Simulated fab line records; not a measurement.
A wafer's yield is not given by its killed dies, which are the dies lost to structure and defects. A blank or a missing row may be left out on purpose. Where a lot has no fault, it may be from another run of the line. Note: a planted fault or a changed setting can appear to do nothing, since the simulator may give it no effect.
What tool caused it? -- flow berkeley-cmos170 -- Sampling: 14 lots, 42 wafers, 4 of 331 route steps

WHAT EACH GAUGE READ, for each wafer
UCB170_PWELL_TW_MEAS_17. Usual: for PWELL_TW the level is 382 and the standard deviation is 6.1.
lot,measured,on,PWELL_TW,flag
L464,day 3 03:17,film-metro-01,388 389 390,
L467,day 3 20:21,film-metro-04,377 376 376,
L470,day 4 07:41,film-metro-01,391 391 393,
L469,day 4 08:09,film-metro-02,378 380 380,
L471,day 4 11:09,film-metro-01,393 391 391,
L473,day 5 07:40,film-metro-02,377 379 379,
L475,day 5 10:26,film-metro-04,376 376 376,
L476,day 5 10:43,film-metro-02,378 381 379,
L477,day 5 15:44,film-metro-01,388 391 388,
L478,day 6 04:06,film-metro-01,386 386 386,
L479,day 6 04:15,film-metro-02,380 380 378,
L482,day 6 17:47,film-metro-01,385 386 387,
L486,day 7 12:31,film-metro-02,377 378 377,
L487,day 7 19:47,film-metro-04,374 375 372,

UCB170_ACTIVE_THK_MEAS_06. Usual: for ACTIVE_NITRIDE_THK the level is 219.6 nm and the standard deviation is 2.
lot,measured,on,ACTIVE_NITRIDE_THK (nm),flag
L464,day 4 02:59,film-metro-03,219.8 219.5 219.2,
L467,day 5 07:01,film-metro-04,218.2 218.1 218.7,
L470,day 5 12:22,film-metro-01,220.8 222.5 221.8,
L469,day 5 12:20,film-metro-04,219.8 220.4 218.2,
L471,day 5 12:22,film-metro-03,220.0 221.6 221.6,
L473,day 6 08:04,film-metro-04,220.4 219.6 220.5,
L475,day 6 09:58,film-metro-01,220.3 220.0 219.4,
L476,day 6 09:58,film-metro-03,222.4 222.1 222.0,
L477,day 6 16:52,film-metro-04,216.9 218.0 218.2,
L478,day 7 03:52,film-metro-03,221.2 222.4 221.0,
L479,day 7 03:52,film-metro-01,217.9 219.0 219.5,
L482,day 7 20:02,film-metro-01,220.1 219.4 221.7,
L486,day 8 09:48,film-metro-04,216.3 215.1 216.1,
L487,day 8 22:17,film-metro-04,219.4 219.1 217.6,

UCB170_NVT_OVL_MEAS_06. Usual: for NVT_OVL the level is -1 nm and the standard deviation is 6.1.
lot,measured,on,NVT_OVL (nm),flag
L464,day 5 15:35,overlay-02,8 12 8,
L467,day 6 13:17,overlay-01,-3 2 -12,
L470,day 6 18:40,overlay-02,7 11 5,
L473,day 7 22:06,overlay-02,3 1 3,
L475,day 7 20:39,overlay-02,6 1 2,
L476,day 7 21:23,overlay-01,-1 2 3,
L477,day 8 03:29,overlay-02,-8 -5 -5,
L478,day 8 11:20,overlay-01,-13 -9 -4,
L479,day 8 10:47,overlay-01,-2 -7 -8,
L482,day 9 05:28,overlay-02,-17 -9 -10,
L486,day 9 15:33,overlay-02,2 2 3,
L487,day 10 03:05,overlay-01,10 7 10,

EACH LOT AND THE TOOL THAT RAN IT (in order: tool; ch and the chambers of the sampled wafers; start)
lot,UCB170_SCREENOX_WET_ETCH_00
L464,"wet-bench-03 ch 1, day 5 08:48"
L467,"wet-bench-01 ch 3, day 6 05:29"
L470,"wet-bench-03 ch 1, day 6 07:58"
L469,"wet-bench-04 ch 0, day 6 07:55"
L471,"wet-bench-04 ch 0, day 6 07:55"
L473,"wet-bench-04 ch 1, day 7 08:16"
L475,"wet-bench-01 ch 2, day 7 08:14"
L476,"wet-bench-04 ch 0, day 7 08:12"
L477,"wet-bench-01 ch 2, day 7 19:47"
L478,"wet-bench-03 ch 1, day 8 01:24"
L479,"wet-bench-04 ch 2, day 8 01:20"
L482,"wet-bench-03 ch 1, day 8 21:31"
L486,"wet-bench-01 ch 0, day 9 07:48"
L487,"wet-bench-04 ch 1, day 9 18:42"
- UCB170_SCREENOX_WET_ETCH_00: etches SiO2 in dHF, time 200 s.

AS READ BY THE TOOLS THEMSELVES (means over the sampled wafers that have a number; for cases with no such wafer, the mark the record gives instead)
UCB170_SCREENOX_WET_ETCH_00. Usual: bath-heat-duty-pct 5.9 %, standard deviation 0.59; run-length-s 227 s, standard deviation 3.1; temp-c 25.00 C, standard deviation 0.095.
lot,tool,bath-heat-duty-pct (%),run-length-s (s),temp-c (C),flag
L464,wet-bench-03,5.9,234,24.93,
L467,wet-bench-01,6.1,226,24.94,
L470,wet-bench-03,5.8,225,25.00,
L469,wet-bench-04,-,-,-,OFF
L471,wet-bench-04,-,-,-,OFF
L473,wet-bench-04,5.5,223,25.16,
L475,wet-bench-01,6.0,227,24.93,
L476,wet-bench-04,6.5,227,24.92,
L477,wet-bench-01,5.8,225,25.01,
L478,wet-bench-03,6.2,225,24.99,
L479,wet-bench-04,5.0,234,25.04,
L482,wet-bench-03,6.2,233,25.02,
L486,wet-bench-01,5.7,225,24.98,
L487,wet-bench-04,4.9,231,25.07,

THE ANSWER, worked out from the rows above alone
Rule: a lot counts as off when the mean over its wafers that have a number is more than 3 standard deviations away from the usual mean. A lot without any number at a reading at which 4 lots or more have one is off too. Any other lot the step has rows for is counted as sound. First the gauges in route order, then the tools' own readings, where a lot's mean is used as printed above. The first step at which some lot is off is used, and at that step the reading that is off furthest; a lot without a number counts as furthest.
Off at UCB170_SCREENOX_WET_ETCH_00 (bath-heat-duty-pct): L469, L471. Without a number there: L469, L471.
If a tool, at that step or one of the process steps before it, ran each lot that is off and ran no sound lot following the first of them, it fits. No candidate that was tried fits.

WHAT THE SIMULATOR PUT IN
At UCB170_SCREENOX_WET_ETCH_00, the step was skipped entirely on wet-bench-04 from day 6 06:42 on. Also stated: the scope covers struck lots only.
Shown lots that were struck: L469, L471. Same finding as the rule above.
